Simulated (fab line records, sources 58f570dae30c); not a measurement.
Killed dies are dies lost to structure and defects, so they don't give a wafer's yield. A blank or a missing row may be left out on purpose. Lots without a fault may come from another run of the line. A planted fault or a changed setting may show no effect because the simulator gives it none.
fab line records | flow berkeley_cmos170
record lots=5 wafers=23
route steps=331 shown NLDD@161 PSD@176 SILICIDE@211 CONTACT@226 M1@244
start_h: hours from the record's first day to the start of the lot's first wafer shown | wait_h: hours since the lot's step before | " the same as in the row above | L1.1+2: a row that stands for several wafers | - no value, or no start given | * or withheld: withheld | < > ~ a bound
route shown NAME@n: a module of which the file shows steps, and the number in the route of the first | usual: mean/standard deviation of fault-free wafers | same: alike in all rows | chamber/n: place in a boat | sites: the reading at each site | _std_site: their standard deviation | _edge_site: outer sites' mean less inner sites' | radius_mm: how far each site lies from the wafer's centre | mask NAME#n: copy n | behind: the tool/chamber that last shaped the wafer | hold: why the lot was held/for how many hours/how that ended | device: the transistor (n, p or np) that didn't switch | end of line: the same wafers' tests at the end of the route | a step without rows: its recipe alone | killed: dies lost to structure and defects at the first sort, not the wafer's yield | map: a wafer's dies, x killed, . not, _ none there
set.NAME: the setting as run; set.NAME@STEP: as run at that earlier step | model.NAME: the simulator's own value behind a step, which no gauge read
lots whose settings were changed on purpose; a table a step, a row a wafer
## steps
# step UCB170_NLDD_EXPOSE_03
# recipe mask_id=NSELECT na=0.5 sigma_outer=0.6 source_shape=conventional target_cd_nm=1200 dose_mj=30
# columns lot.wafer tool chamber start_h wait_h mask set.dose_mj
L074.1+4+5 krf_scanner-02 0 119.16 0.1 NSELECT#0 31.47
L074.3+6 " 0 " " NSELECT#0 30
L077.3+5+6 krf_scanner-02 0 133.65 0.2 NSELECT#0 30
L079.1+2+6 krf_scanner-01 0 145.29 0.2 NSELECT#0 30
L079.4+5 " 0 " " NSELECT#0 29.06
L083.1+2+3+4+5 krf_scanner-01 0 166.96 0.1 NSELECT#0 30
L082.2+3+4 krf_scanner-02 0 167.53 0.2 NSELECT#0 31.45
L082.5+6 " 0 " " NSELECT#0 30
# step UCB170_NLDD_PEB_04
# recipe peb_temp_c=130 peb_time_s=withheld resist=KrF
# step UCB170_NLDD_DEVELOP_05
# recipe developer=TMAH develop_time_s=45 resist=KrF dev_temp_c=21
# step UCB170_NLDD_CD_MEAS_06
# recipe target_cd_nm=1200
# usual cd_nm=1200.0/1
# columns lot.wafer tool chamber start_h wait_h set.dose_mj@NLDD_EXPOSE_03 cd_nm
L074.1 cd_sem-02 - 119.56 - 31.47 1208.4
L074.3 " - " " 30 1199.9
L074.4 " - " " 31.47 1209.1
L074.5 " - " " 31.47 1209.0
L074.6 " - " " 30 1200.1
L077.3 cd_sem-02 - 134.19 - 30 1200.6
L077.5 " - " " 30 1199.4
L077.6 " - " " 30 1199.5
L079.1 cd_sem-01 - 146.07 - 30 1199.8
L079.2 " - " " 30 1198.9
L079.4 " - " " 29.06 1193.6
L079.5 " - " " 29.06 1194.3
L079.6 " - " " 30 1198.9
L083.1 cd_sem-01 - 167.35 - 30 1199.4
L083.2 " - " " 30 1199.6
L083.3 " - " " 30 1198.8
L083.4 " - " " 30 1200.1
L083.5 " - " " 30 1199.3
L082.2 cd_sem-02 - 167.92 - 31.45 1206.9
L082.3 " - " " 31.45 1208.1
L082.4 " - " " 31.45 1208.8
L082.5 " - " " 30 1199.9
L082.6 " - " " 30 1200.9
# step UCB170_PSD_COAT_01
# recipe resist=KrF spin_rpm=1500 resist_thk_nm=900
# columns lot.wafer tool chamber start_h wait_h set.resist_thk_nm model.KrF_of_PSD_COAT_01.thk_nm
L074.1 litho_track-04 0 124.12 0.1 900 904
L074.3 " 0 " " 900 903.2
L074.4 " 0 " " 900 901
L074.5 " 0 " " 900 902.8
L074.6 " 0 " " 900 906.1
L077.3 litho_track-03 0 140.51 0.1 900 901.8
L077.5 " 0 " " 900 900.6
L077.6 " 0 " " 900 901.9
L079.1 litho_track-04 0 151.46 0.1 860.9 859.2
L079.2 " 0 " " 860.9 857.3
L079.4 " 0 " " 900 899.1
L079.5 " 0 " " 860.9 859.7
L079.6 " 0 " " 900 896.8
L082.2 litho_track-01 0 173.86 0.1 864.2 860.1
L082.3 " 0 " " 900 898
L082.4+6 " 0 " " 900 896.8
L082.5 " 0 " " 864.2 861
L083.1 litho_track-04 0 174.56 0.1 900 898.1
L083.2 " 0 " " 900 896.3
L083.3 " 0 " " 848.5 847.7
L083.4 " 0 " " 900 900.3
L083.5 " 0 " " 848.5 848.3
# step UCB170_PSD_EXPOSE_03
# recipe mask_id=PSELECT_MOD na=0.5 sigma_outer=0.6 source_shape=conventional target_cd_nm=1200 dose_mj=30
# columns lot.wafer tool chamber start_h wait_h mask set.dose_mj
L074.1+5 krf_scanner-01 0 124.42 0.1 PSELECT_MOD#0 28.41
L074.3+4+6 " 0 " " PSELECT_MOD#0 30
L077.3+5+6 krf_scanner-02 0 140.93 0.2 PSELECT_MOD#0 30
L079.1+2+4+5+6 krf_scanner-01 0 151.76 0.1 PSELECT_MOD#0 30
L082.2+5+6 krf_scanner-01 0 174.31 0.3 PSELECT_MOD#0 30.67
L082.3+4 " 0 " " PSELECT_MOD#0 30
L083.1+3+5 krf_scanner-01 0 175.03 0.3 PSELECT_MOD#0 30.58
L083.2+4 " 0 " " PSELECT_MOD#0 30
# step UCB170_PSD_PEB_04
# recipe peb_temp_c=130 peb_time_s=withheld resist=KrF
# step UCB170_PSD_DEVELOP_05
# recipe developer=TMAH develop_time_s=45 resist=KrF dev_temp_c=21
# step UCB170_PSD_CD_MEAS_06
# recipe target_cd_nm=1200
# usual cd_nm=1201.1/1.4
# columns lot.wafer tool chamber start_h wait_h set.resist_thk_nm@PSD_COAT_01 set.dose_mj@PSD_EXPOSE_03 cd_nm
L074.1 cd_sem-01 - 124.88 - 900 28.41 1189.9
L074.3 " - " " 900 30 1199.4
L074.4 " - " " 900 30 1200.0
L074.5 " - " " 900 28.41 1190.8
L074.6 " - " " 900 30 1199.5
L077.3 cd_sem-01 - 141.42 - 900 30 1201.8
L077.5 " - " " 900 30 1201.4
L077.6 " - " " 900 30 1200.4
L079.1 cd_sem-02 - 152.15 - 860.9 30 1200.0
L079.2 " - " " 860.9 30 1201.2
L079.4 " - " " 900 30 1198.5
L079.5 " - " " 860.9 30 1201.3
L079.6 " - " " 900 30 1198.6
L082.2 cd_sem-02 - 175.33 - 864.2 30.67 1207.6
L082.3 " - " " 900 30 1201.0
L082.4 " - " " 900 30 1201.0
L082.5 " - " " 864.2 30.67 1207.5
L082.6 " - " " 900 30.67 1205.5
L083.1 cd_sem-01 - 175.91 - 900 30.58 1205.8
L083.2 " - " " 900 30 1202.1
L083.3 " - " " 848.5 30.58 1209.4
L083.4 " - " " 900 30 1202.5
L083.5 " - " " 848.5 30.58 1207.4
# step UCB170_PSD_IMPLANT_08
# recipe species=B dose_cm2=3e+15 energy_kev=20 tilt_deg=7
# step UCB170_PSD_STRIP_09
# recipe chemistry=O2 power_w=400 pressure_mtorr=3500 platen_temp_c=withheld o2_flow_sccm=400 overash_fraction=0.5
# usual strip_time_to_endpoint_s=29.37/0.065
# columns lot.wafer tool chamber start_h wait_h set.resist_thk_nm@PSD_COAT_01 strip_time_to_endpoint_s
L074.1 plasma_asher-03 1 125.19 0.1 900 29.51
L074.3 " 1 " " 900 29.45
L074.4 " 0 " " 900 29.38
L074.5 " 1 " " 900 29.50
L074.6 " 0 " " 900 29.55
L077.3 plasma_asher-04 1 141.72 0.1 900 29.44
L077.5 " 1 " " 900 29.42
L077.6 " 0 " " 900 29.41
L079.1 plasma_asher-02 0 152.46 0.1 860.9 28.43
L079.2 " 1 " " 860.9 28.40
L079.4 " 0 " " 900 29.40
L079.5 " 0 " " 860.9 28.46
L079.6 " 1 " " 900 29.35
L082.2 plasma_asher-02 1 175.62 0.1 864.2 28.40
L082.3 " 0 " " 900 29.32
L082.4 " 1 " " 900 29.34
L082.5 " 0 " " 864.2 28.43
L082.6 " 1 " " 900 29.27
L083.1 plasma_asher-02 1 176.21 0.1 900 29.40
L083.2 " 0 " " 900 29.34
L083.3 " 1 " " 848.5 28.18
L083.4 " 0 " " 900 29.42
L083.5 " 0 " " 848.5 28.19
# step UCB170_SILICIDE_SPUTTER_01
# recipe material=Ti target_thk_nm=30 time_s=25 power_w=1500 chamber_pressure_pa=0.5
# columns lot.wafer tool chamber start_h wait_h set.time_s model.Ti_of_SILICIDE_SPUTTER_01.thk_nm
L074.1 pvd_sputter-01 - 128.94 0.0 22.72 26.57
L074.3 " - " " 25 29.21
L074.4 " - " " 25 29.67
L074.5 " - " " 22.72 26.85
L074.6 " - " " 22.72 26.56
L077.3 pvd_sputter-01 - 149.04 0.0 25 29.15
L077.5 " - " " 25 29.59
L077.6 " - " " 25 29.14
L079.1 pvd_sputter-02 - 156.77 0.0 25 31.01
L079.2 " - " " 28.64 35.41
L079.4 " - " " 28.64 35.07
L079.5 " - " " 25 30.87
L079.6 " - " " 25 31
L082.2 pvd_sputter-02 - 182.14 0.0 28.18 34.53
L082.3 " - " " 28.18 34.39
L082.4 " - " " 25 30.58
L082.5 " - " " 25 30.43
L082.6 " - " " 25 30.69
L083.1 pvd_sputter-01 - 182.26 0.0 27.38 32.51
L083.2 " - " " 27.38 32.39
L083.3 " - " " 25 29.61
L083.4 " - " " 25 28.98
L083.5 " - " " 27.38 32.26
# step UCB170_SILICIDE_RS_MEAS_02
# recipe thk_meas_gauge=four-point-probe reads=Ti_of_SILICIDE_SPUTTER_01
# usual SILICIDE_TI_RS=25.9/0.6
# columns lot.wafer tool chamber start_h wait_h set.time_s@SILICIDE_SPUTTER_01 SILICIDE_TI_RS[ohm/sq]
L074.1 film_metro-03 - 128.97 0.0 22.72 30.1
L074.3 " - " " 25 26.9
L074.4 " - " " 25 26.4
L074.5 " - " " 22.72 29.8
L074.6 " - " " 22.72 30.1
L077.3 film_metro-02 - 149.11 0.1 25 27.0
L077.5 " - " " 25 26.5
L077.6 " - " " 25 27.0
L079.1 film_metro-03 - 156.80 0.0 25 25.1
L079.2 " - " " 28.64 21.5
L079.4 " - " " 28.64 21.7
L079.5 " - " " 25 25.2
L079.6 " - " " 25 25.1
L082.2 film_metro-03 - 182.19 0.0 28.18 22.1
L082.3 " - " " 28.18 22.3
L082.4 " - " " 25 25.5
L082.5 " - " " 25 25.7
L082.6 " - " " 25 25.4
L083.1 film_metro-01 - 182.29 0.0 27.38 23.8
L083.2 " - " " 27.38 23.9
L083.3 " - " " 25 26.6
L083.4 " - " " 25 27.3
L083.5 " - " " 27.38 24.1
# step UCB170_SILICIDE_THK_MEAS_03
# recipe thk_meas_gauge=xrf reads=Ti_of_SILICIDE_SPUTTER_01
# usual SILICIDE_TI_THK=30.2/0.58
# columns lot.wafer tool chamber start_h wait_h set.time_s@SILICIDE_SPUTTER_01 SILICIDE_TI_THK[nm]
L074.1 film_metro-03 - 129.09 0.1 22.72 26.6
L074.3 " - " " 25 29.4
L074.4 " - " " 25 29.7
L074.5 " - " " 22.72 26.9
L074.6 " - " " 22.72 26.4
L077.3 film_metro-02 - 149.21 0.1 25 29.1
L077.5 " - " " 25 29.7
L077.6 " - " " 25 29.2
L079.1 film_metro-03 - 156.92 0.1 25 31.0
L079.2 " - " " 28.64 35.5
L079.4 " - " " 28.64 35.2
L079.5 " - " " 25 30.7
L079.6 " - " " 25 31.0
L082.2 film_metro-03 - 182.30 0.1 28.18 34.4
L082.3 " - " " 28.18 34.3
L082.4 " - " " 25 30.5
L082.5 " - " " 25 30.3
L082.6 " - " " 25 30.6
L083.1 film_metro-01 - 182.41 0.1 27.38 32.4
L083.2 " - " " 27.38 32.4
L083.3 " - " " 25 29.6
L083.4 " - " " 25 29.2
L083.5 " - " " 27.38 32.3
# step UCB170_CONTACT_COAT_10
# recipe resist=KrF spin_rpm=1500 resist_thk_nm=900
# columns lot.wafer tool chamber start_h wait_h set.resist_thk_nm model.KrF_of_CONTACT_COAT_10.thk_nm
L074.1 litho_track-02 0 - - 900 900.1
L074.3 " 0 " " 900 900.9
L074.4 " 0 " " 900 898.2
L074.5 " 0 " " 900 900.3
L074.6 " 0 " " 900 896.6
L077.3 litho_track-01 0 - - 900 900.8
L077.5 " 0 " " 900 899.1
L077.6 " 0 " " 900 898.5
L079.1 litho_track-04 0 - - 900 901.9
L079.2 " 0 " " 946.1 946.6
L079.4 " 0 " " 900 895.7
L079.5 " 0 " " 946.1 943.8
L079.6 " 0 " " 900 900.6
L082.2 litho_track-01 0 - - 915.4 915
L082.3 " 0 " " 915.4 912.8
L082.4 " 0 " " 915.4 914.3
L082.5 " 0 " " 900 898.2
L082.6 " 0 " " 900 900.3
L083.1 litho_track-04 0 - - 900 896.2
L083.2 " 0 " " 874.5 871
L083.3 " 0 " " 874.5 870.9
L083.4 " 0 " " 900 894.5
L083.5 " 0 " " 874.5 870.5
# step UCB170_CONTACT_PEB_13
# recipe peb_temp_c=130 peb_time_s=withheld resist=KrF
# columns lot.wafer tool chamber start_h wait_h set.peb_temp_c
L074.1+4 litho_track-02 0 133.49 0.5 130
L074.3+5+6 " 0 " " 127.4
L077.3+5+6 litho_track-02 0 155.84 0.7 130
L079.1+2+5 litho_track-01 0 160.69 0.1 132.2
L079.4+6 " 0 " " 130
L082.2+3+5 litho_track-02 0 187.84 0.1 127.8
L082.4+6 " 0 " " 130
L083.1+3+4 litho_track-04 0 188.10 0.1 130
L083.2+5 " 0 " " 132.9
# step UCB170_CONTACT_DEVELOP_14
# recipe developer=TMAH develop_time_s=45 resist=KrF dev_temp_c=21
# step UCB170_CONTACT_CD_MEAS_15
# recipe target_cd_nm=700
# usual cd_nm=700.3/1.2
# columns lot.wafer tool chamber start_h wait_h set.peb_temp_c@CONTACT_PEB_13 cd_nm
L074.1 cd_sem-02 - 133.77 - 130 700.2
L074.3 " - " " 127.4 681.3
L074.4 " - " " 130 700.6
L074.5 " - " " 127.4 682.1
L074.6 " - " " 127.4 679.6
L077.3 cd_sem-01 - 156.11 - 130 701.0
L077.5 " - " " 130 702.3
L077.6 " - " " 130 701.0
L079.1 cd_sem-01 - 160.96 - 132.2 712.2
L079.2 " - " " 132.2 709.7
L079.4 " - " " 130 700.0
L079.5 " - " " 132.2 710.6
L079.6 " - " " 130 699.6
L082.2 cd_sem-01 - 188.11 - 127.8 683.6
L082.3 " - " " 127.8 684.4
L082.4 " - " " 130 698.9
L082.5 " - " " 127.8 683.9
L082.6 " - " " 130 699.2
L083.1 cd_sem-01 - 188.37 - 130 700.4
L083.2 " - " " 132.9 719.3
L083.3 " - " " 130 702.4
L083.4 " - " " 130 699.9
L083.5 " - " " 132.9 719.6
# step UCB170_CONTACT_ETCH_17
# recipe chemistry=N2/H2 target_depth_a=withheld overetch_a=withheld target=BARC time_s=withheld source_w=500 bias_w=100 pressure_mtorr=30 n2_flow_sccm=100 h2_flow_sccm=200
# columns lot.wafer tool chamber start_h wait_h set.peb_temp_c@CONTACT_PEB_13 model.CONTACT.cd_nm
L074.1 rie_diel-04 3 133.92 0.0 130 700.6
L074.3 " 0 " " 127.4 680.5
L074.4 " 1 " " 130 699.8
L074.5 " 1 " " 127.4 681.8
L074.6 " 2 " " 127.4 678
L077.3 rie_diel-04 0 156.22 0.0 130 700.3
L077.5 " 3 " " 130 702.8
L077.6 " 0 " " 130 699.9
L079.1 rie_diel-01 1 161.12 0.0 132.2 712.1
L079.2 " 3 " " 132.2 709.7
L079.4 " 0 " " 130 699.5
L079.5 " 0 " " 132.2 710.3
L079.6 " 3 " " 130 699.6
L082.2 rie_diel-04 0 188.25 0.0 127.8 683
L082.3 " 3 " " 127.8 685
L082.4 " 1 " " 130 697.9
L082.5 " 2 " " 127.8 683.9
L082.6 " 1 " " 130 699
L083.1+4 rie_diel-01 1,3 188.53 0.0 130 700.6
L083.2 " 0 " " 132.9 719.8
L083.3 " 2 " " 130 702.4
L083.5 " 0 " " 132.9 719.4
# step UCB170_CONTACT_ETCH_18
# recipe chemistry=CHF3/CF4/Ar target=PSG stop_on=TiSi2 CHF3_flow_sccm=45 cf4_flow_sccm=15 Ar_flow_sccm=150 pressure_mtorr=200 rf_w=700 target_depth_a=8400 over_etch_frac=0.2 time_s=195
# columns lot.wafer tool chamber start_h wait_h set.resist_thk_nm@CONTACT_COAT_10 model.KrF_of_CONTACT_COAT_10.thk_nm
L074.1 rie_diel-04 3 - - 900 693.5
L074.3 " 0 " " 900 691.5
L074.4 " 1 " " 900 693.1
L074.5 " 1 " " 900 696.4
L074.6 " 2 " " 900 689.4
L077.3 rie_diel-04 0 - - 900 687.9
L077.5 " 3 " " 900 688.9
L077.6 " 0 " " 900 686.5
L079.1 rie_diel-01 1 - - 900 690.3
L079.2 " 3 " " 946.1 738.4
L079.4 " 0 " " 900 680.4
L079.5 " 0 " " 946.1 730.7
L079.6 " 3 " " 900 693.5
L082.2 rie_diel-04 0 - - 915.4 700.5
L082.3 " 3 " " 915.4 704.3
L082.4 " 1 " " 915.4 708.8
L082.5 " 2 " " 900 692.5
L082.6 " 1 " " 900 695.4
L083.1 rie_diel-01 1 - - 900 685
L083.2 " 0 " " 874.5 655.9
L083.3 " 2 " " 874.5 668
L083.4 " 3 " " 900 685.5
L083.5 " 0 " " 874.5 656.1
# step UCB170_CONTACT_STRIP_19
# recipe chemistry=O2 power_w=400 pressure_mtorr=3500 platen_temp_c=withheld o2_flow_sccm=400 overash_fraction=0.5
# step UCB170_CONTACT_CD_MEAS_90
# recipe target_cd_nm=700
# usual cd_nm=699.6/1.8
# columns lot.wafer tool chamber start_h wait_h set.peb_temp_c@CONTACT_PEB_13 cd_nm
L074.1 cd_sem-01 - 134.22 0.1 130 701.4
L074.3 " - " " 127.4 680.5
L074.4 " - " " 130 698.6
L074.5 " - " " 127.4 680.5
L074.6 " - " " 127.4 676.9
L077.3 cd_sem-01 - 156.72 0.3 130 700.6
L077.5 " - " " 130 703.8
L077.6 " - " " 130 700.2
L079.1 cd_sem-02 - 161.39 0.1 132.2 711.5
L079.2 " - " " 132.2 709.0
L079.4 " - " " 130 700.0
L079.5 " - " " 132.2 711.0
L079.6 " - " " 130 698.8
L082.2 cd_sem-02 - 188.53 0.1 127.8 683.0
L082.3 " - " " 127.8 685.4
L082.4 " - " " 130 696.8
L082.5 " - " " 127.8 682.8
L082.6 " - " " 130 698.2
L083.1 cd_sem-01 - 188.80 0.1 130 700.3
L083.2 " - " " 132.9 720.6
L083.3 " - " " 130 702.9
L083.4 " - " " 130 699.8
L083.5 " - " " 132.9 719.8
# step UCB170_M1_EXPOSE_06
# recipe mask_id=METAL1 target_cd_nm=700 na=0.5 sigma_outer=0.6 source_shape=conventional dose_mj=21
# columns lot.wafer tool chamber start_h wait_h mask set.dose_mj
L074.1+3+4+5+6 krf_scanner-02 0 135.24 - METAL1#0 21
L077.3+5+6 krf_scanner-01 0 157.95 - METAL1#0 21
L079.1+2 krf_scanner-02 0 162.51 - METAL1#0 21
L079.4+5+6 " 0 " " METAL1#0 22.25
L082.2+5+6 krf_scanner-01 0 189.72 - METAL1#0 21
L082.3+4 " 0 " " METAL1#0 20.37
L083.1+3 krf_scanner-02 0 190.04 - METAL1#0 21
L083.2+4+5 " 0 " " METAL1#0 20.44
# step UCB170_M1_PEB_07
# recipe peb_temp_c=130 peb_time_s=withheld resist=KrF
# step UCB170_M1_DEVELOP_08
# recipe developer=TMAH develop_time_s=45 resist=KrF dev_temp_c=21
# step UCB170_M1_CD_MEAS_09
# recipe target_cd_nm=700
# usual cd_nm=699.7/1.3
# columns lot.wafer tool chamber start_h wait_h set.dose_mj@M1_EXPOSE_06 cd_nm
L074.1 cd_sem-02 - 135.73 - 21 697.9
L074.3 " - " " 21 698.7
L074.4 " - " " 21 699.7
L074.5 " - " " 21 698.3
L074.6 " - " " 21 698.7
L077.3 cd_sem-01 - 158.34 - 21 699.6
L077.5 " - " " 21 699.4
L077.6 " - " " 21 700.7
L079.1 cd_sem-01 - 162.91 - 21 699.3
L079.2 " - " " 21 701.1
L079.4 " - " " 22.25 689.8
L079.5 " - " " 22.25 689.6
L079.6 " - " " 22.25 689.8
L082.2 cd_sem-02 - 190.12 - 21 698.2
L082.3 " - " " 20.37 704.8
L082.4 " - " " 20.37 703.3
L082.5 " - " " 21 698.8
L082.6 " - " " 21 698.6
L083.1 cd_sem-01 - 190.43 - 21 700.5
L083.2 " - " " 20.44 704.8
L083.3 " - " " 21 700.8
L083.4 " - " " 20.44 704.8
L083.5 " - " " 20.44 705.8
# step UCB170_M1_ETCH_11
# recipe chemistry=N2/H2 target_depth_a=withheld overetch_a=withheld target=BARC time_s=withheld source_w=500 bias_w=100 pressure_mtorr=30 n2_flow_sccm=100 h2_flow_sccm=200
# columns lot.wafer tool chamber start_h wait_h set.dose_mj@M1_EXPOSE_06 model.M1.cd_nm
L074.1 rie_diel-03 0 135.88 0.0 21 698.2
L074.3 " 2 " " 21 697.5
L074.4 " 3 " " 21 699.3
L074.5 " 3 " " 21 697.3
L074.6 " 0 " " 21 698.6
L077.3 rie_diel-03 0 158.46 0.0 21 699.4
L077.5 " 0 " " 21 698.4
L077.6 " 3 " " 21 700.1
L079.1 rie_diel-03 0 163.06 0.0 21 698.6
L079.2 " 1 " " 21 701
L079.4 " 1 " " 22.25 690.3
L079.5+6 " 1,0 " " 22.25 689.8
L082.2 rie_diel-02 1 190.25 0.0 21 696.8
L082.3 " 3 " " 20.37 705.4
L082.4 " 0 " " 20.37 704.1
L082.5 " 2 " " 21 698.6
L082.6 " 1 " " 21 697.3
L083.1+3 rie_diel-03 0,2 190.59 0.0 21 700.3
L083.2 " 3 " " 20.44 704.4
L083.4 " 2 " " 20.44 704.6
L083.5 " 0 " " 20.44 705.2
## key
split step=UCB170_NLDD_EXPOSE_03 setting=dose_mj stated=30 by=wafer
response step=UCB170_NLDD_CD_MEAS_06 reading=cd_nm change=+1.68 per=1% r=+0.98
split step=UCB170_PSD_COAT_01 setting=resist_thk_nm stated=900 by=wafer
response step=UCB170_PSD_COAT_01 reading=model.KrF_of_PSD_COAT_01.thk_nm change=+8.95 per=1% r=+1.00
response step=UCB170_PSD_STRIP_09 reading=strip_time_to_endpoint_s change=* per=1% r=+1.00
response step=UCB170_PSD_CD_MEAS_06 reading=cd_nm slope=-0.513 per=1% together_with=dose_mj@PSD_EXPOSE_03 explained=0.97
split step=UCB170_PSD_EXPOSE_03 setting=dose_mj stated=30 by=wafer
response step=UCB170_PSD_CD_MEAS_06 reading=cd_nm change=+1.98 per=1% r=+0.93
split step=UCB170_SILICIDE_SPUTTER_01 setting=time_s stated=25 by=wafer
response step=UCB170_SILICIDE_SPUTTER_01 reading=model.Ti_of_SILICIDE_SPUTTER_01.thk_nm change=+0.304 per=1% r=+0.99
response step=UCB170_SILICIDE_RS_MEAS_02 reading=SILICIDE_TI_RS change=-0.278 per=1% r=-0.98
response step=UCB170_SILICIDE_THK_MEAS_03 reading=SILICIDE_TI_THK change=+0.308 per=1% r=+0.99
split step=UCB170_CONTACT_COAT_10 setting=resist_thk_nm stated=900 by=wafer
response step=UCB170_CONTACT_COAT_10 reading=model.KrF_of_CONTACT_COAT_10.thk_nm change=+8.86 per=1% r=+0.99
response step=UCB170_CONTACT_ETCH_18 reading=model.KrF_of_CONTACT_COAT_10.thk_nm change=+8.81 per=1% r=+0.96
split step=UCB170_CONTACT_PEB_13 setting=peb_temp_c stated=130 by=wafer
response step=UCB170_CONTACT_CD_MEAS_15 reading=cd_nm change=+8.44 per=1% r=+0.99
response step=UCB170_CONTACT_ETCH_17 reading=model.CONTACT.cd_nm change=+8.47 per=1% r=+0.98
response step=UCB170_CONTACT_CD_MEAS_90 reading=cd_nm change=+8.59 per=1% r=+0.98
split step=UCB170_M1_EXPOSE_06 setting=dose_mj stated=21 by=wafer
response step=UCB170_M1_CD_MEAS_09 reading=cd_nm change=-1.77 per=1% r=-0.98
response step=UCB170_M1_ETCH_11 reading=model.M1.cd_nm change=-1.79 per=1% r=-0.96
